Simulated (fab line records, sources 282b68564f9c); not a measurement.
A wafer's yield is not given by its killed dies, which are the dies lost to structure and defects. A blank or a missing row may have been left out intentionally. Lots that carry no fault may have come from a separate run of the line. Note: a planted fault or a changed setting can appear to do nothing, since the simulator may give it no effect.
fab line records    flow rit_cmos    part 1 of 2: steps 1 to 32 of 46
[record] lots = 5  wafers = 15  last_day = 7
route steps=202 shown PRETRO@69 GATE@75 FOX2@80 REOX@98 NLDD@103 PLDD@114
lots that met no fault: taken from a fault-free run of the same line
start_h: the number of hours between the record's first day and the start of the first shown wafer of the lot    wait_h: hours elapsed since this lot's preceding step    " as in the row above    L1.1+2: one row covering several wafers at once    - no value, or no start was given    * or withheld: withheld    < > ~ a bound
route shown NAME@n: a module of which the file shows steps, and the number in the route of the first    usual: average and standard deviation across the fault-free wafers    same: alike in all rows    chamber/n: place in a boat    sites: the reading at each site    _std_site: standard deviation across them    _edge_site: inner sites' mean taken away from outer sites' mean    radius_mm: how far each site lies from the wafer's centre    mask NAME#n: copy n    behind: the tool/chamber that last shaped the wafer    hold: reason for holding the lot/hours on hold/outcome of the hold    device: which transistor (n, p or np) failed to switch    end of line: tests run on the same wafers once the route is complete    step lacking rows: just its recipe    killed: dies that structure and defects cost at the first sort, which is not the same as the wafer's yield    map: shows each die of a wafer: x if killed, . if not, _ if none is there
set.NAME: setting as actually run; set.NAME@STEP: the setting as run at that earlier step    model.NAME: the simulator's own value behind a step, which no gauge read
lots at selected steps of the route; one table per step, one row per wafer
services: from which hour (start_h, from the record's first day; less than 0 if before it) a tool's chamber was out of use, for how many hours, and why
[[steps]]
[step RIT_PRETRO_DEVELOP_05]
[recipe] resist = NOVOLAK  develop_time_s = 68  dev_temp_c = 23
lot.wafer   tool            chamber  start_h  wait_h
L077.1+4+6  litho_track-02  0        -        -
L083.1+3+5  litho_track-04  0        -        -
L091.4+5+6  litho_track-04  0        -        -
L095.2+5+6  litho_track-04  0        -        -
L096.1+5+6  litho_track-03  0        -        -
[step RIT_PRETRO_OVL_MEAS_06]
[usual] PRETRO_OVL = 1.1/1.4
lot.wafer  tool        chamber  start_h  wait_h  PRETRO_OVL[nm]
L077.1     overlay-02  -        48.76    -       -0.3
L077.4     "           -        "        "       -1.4
L077.6     "           -        "        "       -0.8
L083.1     overlay-02  -        76.82    -       1.3
L083.3     "           -        "        "       0.1
L083.5     "           -        "        "       1.7
L091.4     overlay-01  -        115.40   -       2.2
L091.5     "           -        "        "       3.0
L091.6     "           -        "        "       0.7
L095.2     overlay-01  -        136.88   -       -1.3
L095.5     "           -        "        "       -1.0
L095.6     "           -        "        "       -1.0
L096.1     overlay-02  -        141.57   -       4.2
L096.5     "           -        "        "       0.4
L096.6     "           -        "        "       3.4
[step RIT_PRETRO_HARDBAKE_07]
[recipe] resist = NOVOLAK  temp_c = 140  time_s = 120
lot.wafer   tool            chamber  start_h  wait_h
L077.1+4+6  litho_track-02  0        48.80    0.0
L083.1+3+5  litho_track-02  0        76.85    0.0
L091.4+5+6  litho_track-03  0        115.54   0.1
L095.2+5+6  litho_track-03  0        136.98   0.1
L096.1+5+6  litho_track-02  0        141.60   0.0
[step RIT_PRETRO_IMPLANT_08]
[recipe] species = B  energy_kev = 45  dose_cm2 = 1.215e+13  tilt_deg = 7
[usual] end_station_pressure_torr = 5.02e-06/2.7e-07
[same] implant_ion_amu = 11
lot.wafer  tool          chamber  start_h  wait_h  end_station_pressure_torr
L077.1     implanter-03  0        49.05    0.2     4.92e-06
L077.4     "             0        "        "       5.13e-06
L077.6     "             0        "        "       4.89e-06
L083.1     implanter-02  0        77.10    0.2     4.96e-06
L083.3     "             0        "        "       4.87e-06
L083.5     "             0        "        "       5.24e-06
L091.4     implanter-04  0        115.74   0.2     5.12e-06
L091.5     "             0        "        "       4.91e-06
L091.6     "             0        "        "       4.98e-06
L095.2     implanter-03  0        137.21   0.2     5.53e-06
L095.5     "             0        "        "       5.24e-06
L095.6     "             0        "        "       4.53e-06
L096.1     implanter-02  0        141.85   0.2     4.89e-06
L096.5     "             0        "        "       5.1e-06
L096.6     "             0        "        "       4.98e-06
[step RIT_PRETRO_STRIP_09]
[recipe] chemistry = O2  time_s = 180  resist = NOVOLAK  platen_temp_c = withheld  power_w = 500  pressure_mtorr = 4000  o2_flow_sccm = 4000
[usual] drypump_motor_current_A = 5.7/0.31
lot.wafer  tool             chamber  start_h  wait_h  drypump_motor_current_A  rf_hours_counter_h
L077.1     plasma_asher-03  0        49.20    0.1     5.8                      43
L077.4     "                0        "        "       5.7                      -
L077.6     "                0        "        "       5.8                      -
L083.1     plasma_asher-02  1        77.25    0.1     6.1                      25
L083.3     "                0        "        "       5.6                      -
L083.5     "                1        "        "       6.2                      -
L091.4     plasma_asher-03  1        115.88   0.1     5.7                      -
L091.5     "                1        "        "       5.7                      -
L091.6     "                0        "        "       5.8                      -
L095.2     plasma_asher-04  0        137.33   0.1     5.1                      3
L095.5     "                0        "        "       5.1                      -
L095.6     "                1        "        "       6.0                      -
L096.1     plasma_asher-04  0        142.00   0.1     5.1                      3
L096.5     "                1        "        "       6.0                      -
L096.6     "                0        "        "       5.1                      -
[step RIT_PRETRO_TW_MEAS_10]
[usual] PRETRO_TW = 478/4
lot.wafer  tool           chamber  start_h  wait_h  PRETRO_TW
L077.1     film_metro-02  -        49.37    0.1     483
L077.4     "              -        "        "       486
L077.6     "              -        "        "       483
L083.1     film_metro-03  -        77.43    0.1     478
L083.3     "              -        "        "       479
L083.5     "              -        "        "       477
L091.4     film_metro-01  -        116.02   0.1     472
L091.5     "              -        "        "       475
L091.6     "              -        "        "       474
L095.2     film_metro-03  -        137.52   0.1     474
L095.5     "              -        "        "       473
L095.6     "              -        "        "       472
L096.1     film_metro-01  -        142.18   0.1     474
L096.5     "              -        "        "       473
L096.6     "              -        "        "       474
[step RIT_GATE_WET_ETCH_00]
[recipe] chemistry = BOE  target = SiO2  target_depth_nm = 56  time_s = 60  dry = n2_spin  dilution = 10:1  temp_c = 21.5
lot.wafer   tool          chamber  start_h  wait_h
L077.1+4+6  wet_bench-04  2        49.43    0.1
L083.1+3+5  wet_bench-01  3        77.49    0.1
L091.4+5+6  wet_bench-01  0        116.05   0.0
L095.2+5+6  wet_bench-04  0        137.57   0.0
L096.1+5+6  wet_bench-04  3        142.24   0.1
[step RIT_GATE_CLEAN_01]
[recipe] chemistry = SC1  mix = 3:3:50  time_s = 600  temp_c = 75
lot.wafer   tool          chamber  start_h  wait_h
L077.1+4+6  wet_bench-01  1        49.46    0.0
L083.1+3+5  wet_bench-04  2        77.51    0.0
L091.4+5+6  wet_bench-04  1        116.08   0.0
L095.2+5+6  wet_bench-04  3        137.60   0.0
L096.1+5+6  wet_bench-03  2        142.27   0.0
[step RIT_GATE_CLEAN_02]
[recipe] chemistry = dHF  dilution = 50:1  time_s = 30
lot.wafer   tool          chamber  start_h  wait_h
L077.1+4+6  wet_bench-03  2        49.63    0.0
L083.1+3+5  wet_bench-01  1        77.69    0.0
L091.4+5+6  wet_bench-01  0        116.25   0.0
L095.2+5+6  wet_bench-01  2        137.79   0.0
L096.1+5+6  wet_bench-01  0        142.44   0.0
[step RIT_GATE_CLEAN_03]
[recipe] chemistry = SC2  mix = 3:3:50  time_s = 600  temp_c = 75  dry = n2_spin
lot.wafer   tool          chamber  start_h  wait_h
L077.1+4+6  wet_bench-04  3        49.65    0.0
L083.1+3+5  wet_bench-03  0        77.70    0.0
L091.4+5+6  wet_bench-04  3        116.27   0.0
L095.2+5+6  wet_bench-04  3        137.80   0.0
L096.1+5+6  wet_bench-04  3        142.46   0.0
[step RIT_GATE_CLEAN_04]
[recipe] chemistry = dHF  dilution = 50:1  time_s = 60  dry = n2_spin
lot.wafer   tool          chamber  start_h  wait_h
L077.1+4+6  wet_bench-03  3        49.84    0.0
L083.1+3+5  wet_bench-04  1        77.88    0.0
L091.4+5+6  wet_bench-01  0        116.45   0.0
L095.2+5+6  wet_bench-03  2        137.99   0.0
L096.1+5+6  wet_bench-03  1        142.65   0.0
[step RIT_FOX2_THK_MEAS_91]
[recipe] reads = SiO2_of_FOX2_OXIDATION_00
[usual] FIELD_OXIDE_LEFT_2_THK = 262/6.8
lot.wafer  tool           chamber  start_h  wait_h  FIELD_OXIDE_LEFT_2_THK[nm]
L077.1     film_metro-01  -        49.87    0.0     258
L077.4     "              -        "        "       254
L077.6     "              -        "        "       253
L083.1     film_metro-01  -        77.90    0.0     260
L083.3     "              -        "        "       263
L083.5     "              -        "        "       261
L091.4     film_metro-03  -        116.50   0.0     273
L091.5     "              -        "        "       272
L091.6     "              -        "        "       267
L095.2     film_metro-04  -        138.03   0.0     267
L095.5     "              -        "        "       263
L095.6     "              -        "        "       266
L096.1     film_metro-03  -        142.67   0.0     266
L096.5     "              -        "        "       265
L096.6     "              -        "        "       264
[step RIT_GATE_OXIDATION_05]
[recipe] temp_c = 900  ambient = O2  target_thk_a = 30  ox_time_s = 276.9
[usual] ox_temp_c = 900.0/0.42  ox_temp_c_max = 903.2/0.9  spike_tc_source_C = 922.4/1.7  zone_power_source_pct = 25.8/1.3
lot.wafer  tool        chamber  start_h  wait_h  ox_temp_c  ox_temp_c_max  spike_tc_source_C  zone_power_source_pct
L077.1     furnace-01  0        49.93    0.1     899.2      902.4          921.9              25.2
L077.4     "           0        "        "       899.8      902.4          924.9              25.2
L077.6     "           0        "        "       899.6      902.7          921.1              25.3
L083.1     furnace-04  0        77.96    0.1     900.7      904.4          925.5              25.0
L083.3     "           0        "        "       900.3      903.8          924.5              25.4
L083.5     "           0        "        "       900.5      903.9          925.1              24.8
L091.4     furnace-01  0        117.82   1.3     900.0      902.8          922.3              25.5
L091.5     "           0        "        "       899.6      902.1          921.2              25.6
L091.6     "           0        "        "       900.3      903.0          923.2              25.6
L095.2     furnace-01  0        138.77   0.7     899.7      901.8          921.1              25.3
L095.5     "           0        "        "       899.9      902.0          923.5              25.6
L095.6     "           0        "        "       899.8      902.5          922.2              25.8
L096.1     furnace-01  0        142.73   0.1     900.1      902.7          921.1              25.4
L096.5     "           0        "        "       900.3      903.1          924.1              25.0
L096.6     "           0        "        "       900.1      903.2          922.2              25.7
[step RIT_GATE_ANNEAL_06]
[recipe] temp_c = 900  time_s = 600  ambient = N2O
[usual] spike_tc_source_C = 922.7/2  zone_power_source_pct = 25.7/1.3
lot.wafer  tool        chamber  start_h  wait_h  spike_tc_source_C  zone_power_source_pct
L077.1     furnace-04  0        52.48    1.5     924.7              24.6
L077.4     "           0        "        "       924.1              24.2
L077.6     "           0        "        "       923.4              24.9
L083.1     furnace-01  0        79.60    0.6     924.0              25.2
L083.3     "           0        "        "       923.4              25.3
L083.5     "           0        "        "       921.6              25.4
L091.4     furnace-01  0        118.89   0.0     923.1              25.4
L091.5     "           0        "        "       922.8              25.5
L091.6     "           0        "        "       922.6              25.4
L095.2     furnace-01  0        139.85   0.0     921.7              25.0
L095.5     "           0        "        "       922.7              25.5
L095.6     "           0        "        "       922.4              25.3
L096.1     furnace-01  0        143.81   0.0     922.9              25.3
L096.5     "           0        "        "       922.3              25.4
L096.6     "           0        "        "       922.1              25.6
[step RIT_GATE_THK_MEAS_07]
[recipe] reads = SiO2_of_GATE_OXIDATION_05
[usual] GATE_OXIDE_THK = 3.07/0.062
lot.wafer  tool           chamber  start_h  wait_h  GATE_OXIDE_THK[nm]
L077.1     film_metro-01  -        52.73    0.0     3.08
L077.4     "              -        "        "       3.04
L077.6     "              -        "        "       3.00
L083.1     film_metro-03  -        79.85    0.0     3.18
L083.3     "              -        "        "       3.19
L083.5     "              -        "        "       3.14
L091.4     film_metro-01  -        119.17   0.0     3.04
L091.5     "              -        "        "       3.14
L091.6     "              -        "        "       3.15
L095.2     film_metro-03  -        140.11   0.0     3.09
L095.5     "              -        "        "       3.08
L095.6     "              -        "        "       3.07
L096.1     film_metro-03  -        144.06   0.0     3.05
L096.5     "              -        "        "       3.01
L096.6     "              -        "        "       2.94
[step RIT_GATE_CVD_08]
[recipe] material = poly-Si  target_thk_nm = 250  temp_c = 610  precursor = SiH4  time_s = 2220  pressure_mtorr = 300  sih4_flow_sccm = 100
[usual] sih4_flow_sccm = 99.9/0.31  spike_tc_source_C = 629/3.8  zone_power_source_pct = 11.3/0.47
lot.wafer  tool      chamber  start_h  wait_h  sih4_flow_sccm  spike_tc_source_C  zone_power_source_pct
L077.1     lpcvd-01  1        52.79    0.1     99.6            628                12.1
L077.4     "         1        "        "       100.2           628                12.0
L077.6     "         1        "        "       100.0           627                11.9
L083.1     lpcvd-02  0        79.91    0.1     100.4           634                11.0
L083.3     "         0        "        "       100.2           636                10.7
L083.5     "         0        "        "       100.4           635                10.9
L091.4     lpcvd-02  1        119.20   0.0     100.0           627                11.1
L091.5     "         1        "        "       99.8            627                11.1
L091.6     "         1        "        "       99.9            627                11.2
L095.2     lpcvd-02  1        140.16   0.0     100.5           628                11.1
L095.5     "         1        "        "       100.2           625                11.0
L095.6     "         1        "        "       100.7           627                11.1
L096.1     lpcvd-02  0        144.12   0.1     100.1           634                10.8
L096.5     "         0        "        "       100.1           634                10.7
L096.6     "         0        "        "       99.9            636                10.9
[step RIT_GATE_THK_MEAS_09]
[recipe] reads = poly-Si_of_GATE_CVD_08
[usual] GATE_POLY_THK = 249.6/2.1
lot.wafer  tool           chamber  start_h  wait_h  GATE_POLY_THK[nm]
L077.1     film_metro-03  -        54.41    0.0     247.7
L077.4     "              -        "        "       249.5
L077.6     "              -        "        "       248.5
L083.1     film_metro-03  -        81.53    0.0     252.3
L083.3     "              -        "        "       250.6
L083.5     "              -        "        "       252.0
L091.4     film_metro-03  -        120.85   0.0     251.6
L091.5     "              -        "        "       251.3
L091.6     "              -        "        "       252.0
L095.2     film_metro-03  -        141.78   0.0     251.0
L095.5     "              -        "        "       251.4
L095.6     "              -        "        "       251.0
L096.1     film_metro-01  -        145.73   0.0     247.2
L096.5     "              -        "        "       245.7
L096.6     "              -        "        "       245.2
[step RIT_GATE_HMDS_10]
[recipe] prime_time_s = 60  prime_temp_c = 140
lot.wafer   tool            chamber  start_h  wait_h
L077.1+4+6  litho_track-03  0        54.54    0.1
L083.1+3+5  litho_track-04  0        81.59    0.1
L091.4+5+6  litho_track-01  0        120.95   0.1
L095.2+5+6  litho_track-03  0        141.86   0.1
L096.1+5+6  litho_track-01  0        145.79   0.1
[step RIT_GATE_COAT_11]
[recipe] resist = NOVOLAK  spin_rpm = 4250  resist_thk_nm = 850
lot.wafer   tool            chamber  start_h  wait_h
L077.1+4+6  litho_track-03  0        54.69    0.1
L083.1+3+5  litho_track-04  0        81.74    0.1
L091.4+5+6  litho_track-01  0        121.10   0.1
L095.2+5+6  litho_track-03  0        142.01   0.1
L096.1+5+6  litho_track-01  0        145.94   0.1
[step RIT_GATE_SOFTBAKE_12]
[recipe] resist = NOVOLAK  temp_c = 90  time_s = 60
lot.wafer   tool            chamber  start_h  wait_h
L077.1+4+6  litho_track-03  0        54.84    0.1
L083.1+3+5  litho_track-04  0        81.89    0.1
L091.4+5+6  litho_track-01  0        121.25   0.1
L095.2+5+6  litho_track-03  0        142.16   0.1
L096.1+5+6  litho_track-01  0        146.09   0.1
[step RIT_GATE_EXPOSE_13]
[recipe] mask_id = M6  na = 0.6  source_shape = conventional  sigma_outer = 0.6  target_cd_nm = 150  dose_mj = 380
lot.wafer   tool              chamber  start_h  wait_h  mask
L077.1+4+6  iline_stepper-01  0        55.11    0.2     M6#0
L083.1+3+5  iline_stepper-01  0        82.04    0.1     M6#0
L091.4+5+6  iline_stepper-02  0        121.51   0.2     M6#0
L095.2+5+6  iline_stepper-02  0        142.30   0.1     M6#0
L096.1+5+6  iline_stepper-02  0        146.24   0.1     M6#0
[step RIT_GATE_PEB_14]
[recipe] resist = NOVOLAK  temp_c = withheld  time_s = withheld
lot.wafer   tool            chamber  start_h  wait_h
L077.1+4+6  litho_track-01  0        55.23    0.1
L083.1+3+5  litho_track-04  0        82.16    0.1
L091.4+5+6  litho_track-03  0        121.64   0.1
L095.2+5+6  litho_track-03  0        142.42   0.1
L096.1+5+6  litho_track-03  0        146.36   0.1
[step RIT_GATE_DEVELOP_15]
[recipe] resist = NOVOLAK  develop_time_s = 50  dev_temp_c = 23
lot.wafer   tool            chamber  start_h  wait_h
L077.1+4+6  litho_track-01  0        -        -
L083.1+3+5  litho_track-04  0        -        -
L091.4+5+6  litho_track-03  0        -        -
L095.2+5+6  litho_track-03  0        -        -
L096.1+5+6  litho_track-03  0        -        -
[step RIT_GATE_CD_MEAS_16]
[recipe] target_cd_nm = 150
[usual] cd_nm = 149.6/2.7
lot.wafer  tool       chamber  start_h  wait_h  cd_nm
L077.1     cd_sem-01  -        55.51    -       148.2
L077.4     "          -        "        "       148.9
L077.6     "          -        "        "       148.2
L083.1     cd_sem-01  -        82.44    -       148.4
L083.3     "          -        "        "       150.0
L083.5     "          -        "        "       150.9
L091.4     cd_sem-02  -        121.91   -       146.4
L091.5     "          -        "        "       148.5
L091.6     "          -        "        "       148.8
L095.2     cd_sem-01  -        142.70   -       151.3
L095.5     "          -        "        "       148.7
L095.6     "          -        "        "       153.4
L096.1     cd_sem-02  -        146.64   -       147.7
L096.5     "          -        "        "       146.8
L096.6     "          -        "        "       147.4
[step RIT_GATE_OVL_MEAS_17]
[usual] GATE_OVL = 0.6/1.5
lot.wafer  tool        chamber  start_h  wait_h  GATE_OVL[nm]
L077.1     overlay-02  -        55.63    0.1     -0.3
L077.4     "           -        "        "       0.0
L077.6     "           -        "        "       -1.0
L083.1     overlay-02  -        82.56    0.1     0.5
L083.3     "           -        "        "       -2.1
L083.5     "           -        "        "       -0.3
L091.4     overlay-01  -        121.99   0.1     2.6
L091.5     "           -        "        "       3.9
L091.6     "           -        "        "       1.8
L095.2     overlay-01  -        142.81   0.1     0.5
L095.5     "           -        "        "       -0.1
L095.6     "           -        "        "       0.0
L096.1     overlay-02  -        146.76   0.1     2.7
L096.5     "           -        "        "       1.1
L096.6     "           -        "        "       0.2
[step RIT_GATE_HARDBAKE_18]
[recipe] resist = NOVOLAK  temp_c = 140  time_s = 60
lot.wafer   tool            chamber  start_h  wait_h
L077.1+4+6  litho_track-03  0        55.67    0.0
L083.1+3+5  litho_track-04  0        82.60    0.0
L091.4+5+6  litho_track-01  0        122.08   0.1
L095.2+5+6  litho_track-04  0        142.86   0.0
L096.1+5+6  litho_track-03  0        146.80   0.0
[step RIT_GATE_ETCH_19]
[recipe] chemistry = SF6/CHF3/O2  time_s = 165  SF6_flow_sccm = 30  CHF3_flow_sccm = 30  O2_flow_sccm = 5  target = poly-Si  pressure_mtorr = 40  rf_w = 160  target_depth_a = 3125  over_etch_frac = 0.25  stop_on = SiO2
[usual] drypump_motor_current_A = 5.7/0.5  oes_product_au = 0.846/0.016  throttle_valve_pct = 10.18/0.1
lot.wafer  tool       chamber  start_h  wait_h  drypump_motor_current_A  oes_product_au  rf_hours_counter_h  throttle_valve_pct
L077.1     rie_si-02  1        55.82    0.1     5.6                      0.840           16                  10.08
L077.4     "          3        "        "       5.3                      0.863           122                 10.31
L077.6     "          1        "        "       5.6                      0.839           -                   10.10
L083.1     rie_si-02  0        82.75    0.1     6.8                      0.886           138                 10.16
L083.3     "          2        "        "       6.3                      0.840           120                 10.11
L083.5     "          1        "        "       5.6                      0.852           -                   10.09
L091.4     rie_si-01  2        122.16   0.1     5.1                      0.857           38                  10.16
L091.5     "          0        "        "       5.4                      0.836           -                   10.11
L091.6     "          1        "        "       5.5                      0.844           -                   10.17
L095.2     rie_si-01  1        142.99   0.1     5.5                      0.847           28                  10.18
L095.5     "          0        "        "       5.3                      0.845           -                   10.11
L095.6     "          1        "        "       5.5                      0.844           -                   10.17
L096.1     rie_si-02  0        146.95   0.1     6.8                      0.872           139                 10.14
L096.5     "          3        "        "       5.3                      0.858           -                   10.30
L096.6     "          2        "        "       6.4                      0.825           -                   10.13
[step RIT_GATE_STRIP_20]
[recipe] chemistry = O2  time_s = 180  resist = NOVOLAK  platen_temp_c = withheld  power_w = 500  pressure_mtorr = 4000  o2_flow_sccm = 4000
[usual] drypump_motor_current_A = 5.6/0.39
lot.wafer  tool             chamber  start_h  wait_h  drypump_motor_current_A  rf_hours_counter_h
L077.1     plasma_asher-01  0        55.93    0.1     5.1                      42
L077.4     "                0        "        "       5.0                      -
L077.6     "                1        "        "       6.0                      -
L083.1     plasma_asher-04  1        82.85    0.1     6.0                      42
L083.3     "                1        "        "       6.0                      -
L083.5     "                1        "        "       6.0                      -
L091.4     plasma_asher-01  0        122.33   0.1     5.0                      -
L091.5     "                1        "        "       6.0                      -
L091.6     "                0        "        "       5.0                      -
L095.2     plasma_asher-03  0        143.10   0.1     5.8                      55
L095.5     "                0        "        "       5.8                      -
L095.6     "                1        "        "       5.7                      -
L096.1     plasma_asher-04  1        147.06   0.1     6.0                      4
L096.5     "                1        "        "       6.0                      -
L096.6     "                0        "        "       5.1                      -
[step RIT_GATE_CD_MEAS_90]
[recipe] target_cd_nm = 150
[usual] cd_nm = 149.7/2.7
lot.wafer  tool       chamber  start_h  wait_h  cd_nm
L077.1     cd_sem-02  -        56.10    0.1     148.0
L077.4     "          -        "        "       148.7
L077.6     "          -        "        "       148.2
L083.1     cd_sem-02  -        83.03    0.1     148.7
L083.3     "          -        "        "       150.4
L083.5     "          -        "        "       150.4
L091.4     cd_sem-01  -        122.50   0.1     146.4
L091.5     "          -        "        "       149.0
L091.6     "          -        "        "       148.0
L095.2     cd_sem-01  -        143.29   0.1     151.7
L095.5     "          -        "        "       149.3
L095.6     "          -        "        "       153.1
L096.1     cd_sem-01  -        147.23   0.1     147.5
L096.5     "          -        "        "       146.4
L096.6     "          -        "        "       146.8
[step RIT_REOX_CLEAN_00]
[recipe] chemistry = SC1  mix = 3:3:50  time_s = 600  temp_c = 74.65
lot.wafer   tool          chamber  start_h  wait_h
L077.1+4+6  wet_bench-04  2        56.22    0.1
L083.1+3+5  wet_bench-01  0        83.15    0.1
L091.4+5+6  wet_bench-02  3        122.56   0.0
L095.2+5+6  wet_bench-04  2        143.39   0.1
L096.1+5+6  wet_bench-04  1        147.35   0.1
[step RIT_REOX_CLEAN_01]
[recipe] chemistry = dHF  dilution = 50:1  time_s = 30
lot.wafer   tool          chamber  start_h  wait_h
L077.1+4+6  wet_bench-01  1        56.40    0.0
L083.1+3+5  wet_bench-04  1        83.32    0.0
L091.4+5+6  wet_bench-01  2        122.74   0.0
L095.2+5+6  wet_bench-01  3        143.58   0.0
L096.1+5+6  wet_bench-01  3        147.54   0.0
[step RIT_REOX_CLEAN_02]
[recipe] chemistry = SC2  mix = 3:3:50  time_s = 600  temp_c = 75  dry = n2_spin
lot.wafer   tool          chamber  start_h  wait_h
L077.1+4+6  wet_bench-02  3        56.42    0.0
L083.1+3+5  wet_bench-02  0        83.34    0.0
L091.4+5+6  wet_bench-04  1        122.75   0.0
L095.2+5+6  wet_bench-04  1        143.60   0.0
L096.1+5+6  wet_bench-02  0        147.56   0.0
